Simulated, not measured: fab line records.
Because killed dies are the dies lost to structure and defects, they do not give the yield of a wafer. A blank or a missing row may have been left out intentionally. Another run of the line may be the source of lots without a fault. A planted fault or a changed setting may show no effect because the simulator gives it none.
Which tool was responsible?	flow rit-cmos	9 lots with 27 wafers sampled at 3 steps, on a route of 202 steps

WHAT EACH GAUGE READ, for each wafer
RIT_SPACER_THK_MEAS_04.
lot	measured	on	SPACER_NITRIDE_THK (nm)
L733	day 2 21:25	film-metro-01	251.4 252.4 253.9
L734	day 3 04:52	film-metro-03	245.6 245.0 247.6
L735	day 3 09:14	film-metro-03	249.0 248.1 248.7
L736	day 3 13:52	film-metro-03	252.9 251.5 253.9
L746	day 5 15:45	film-metro-01	165.7 166.7 164.4
L751	day 6 15:54	film-metro-02	249.3 253.3 251.5
L752	day 6 21:22	film-metro-02	249.5 250.0 250.5
L754	day 7 08:53	film-metro-01	246.0 246.9 247.7
L756	day 7 19:14	film-metro-01	252.0 250.0 249.5

TOOL THAT RAN EACH LOT (tool first, then ch and the chambers of the sampled wafers, then the start)
lot	RIT_NLDD_STRIP_09	RIT_SPACER_CVD_03
L733	plasma-asher-02 ch 0,1, day 2 17:18	lpcvd-02 ch 0, day 2 19:29
L734	plasma-asher-02 ch 0, day 3 00:47	lpcvd-02 ch 1, day 3 02:56
L735	plasma-asher-03 ch 1, day 3 05:07	lpcvd-01 ch 0, day 3 07:19
L736	plasma-asher-04 ch 1, day 3 09:47	lpcvd-01 ch 0, day 3 11:56
L746	plasma-asher-02 ch 0,1, day 5 11:50	lpcvd-02 ch 1, day 5 13:49
L751	plasma-asher-04 ch 0,1, day 6 11:56	lpcvd-01 ch 1, day 6 13:59
L752	plasma-asher-02 ch 0,1, day 6 17:18	lpcvd-01 ch 1, day 6 19:27
L754	plasma-asher-03 ch 0,1, day 7 02:52	lpcvd-01 ch 1, day 7 06:00
L756	plasma-asher-03 ch 0,1, day 7 14:20	lpcvd-01 ch 0, day 7 16:21
- RIT_NLDD_STRIP_09: strips in O2, time 180 s.
- RIT_SPACER_CVD_03: deposits Si3N4 from SiH2Cl2/NH3, target thk 250 nm, time 3300 s.

THE ANSWER, worked out from the rows above alone
Rule: the lots themselves supply what counts as usual. Put in order of their means at a reading, lots are off if they are a third of the lots or fewer, leave a main group of 4 or more, and stand apart from it by a gap of 3 or more times the standard deviation of the main group's means; of several such gaps the widest counts. A main group is skipped when, at the precision printed for the reading in the tables above, its means are all equal. A lot without any number at a reading at which 4 lots or more have one is off too. Any other lot the step has rows for is counted as sound.
Off: L746, at RIT_SPACER_THK_MEAS_04 (SPACER_NITRIDE_THK). Mean 249.8 nm and standard deviation 2.3 in the main group.
A tool fits if, at a process step before that reading, it ran every lot that is off, and no sound lot after the first of them. Those tools and the gauges at RIT_SPACER_THK_MEAS_04 are tried in the same way. One fits: lpcvd-02 at RIT_SPACER_CVD_03. Its last sound lot is L734 (day 3 02:56), its first lot that is off L746 (day 5 13:49): a fault that began between those two fits.

WHAT THE SIMULATOR HAD INSERTED
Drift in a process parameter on lpcvd-02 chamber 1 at RIT_SPACER_CVD_03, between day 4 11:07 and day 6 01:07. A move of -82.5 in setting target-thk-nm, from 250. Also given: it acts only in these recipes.
Shown lots that were struck: L746. Same finding as the rule above.
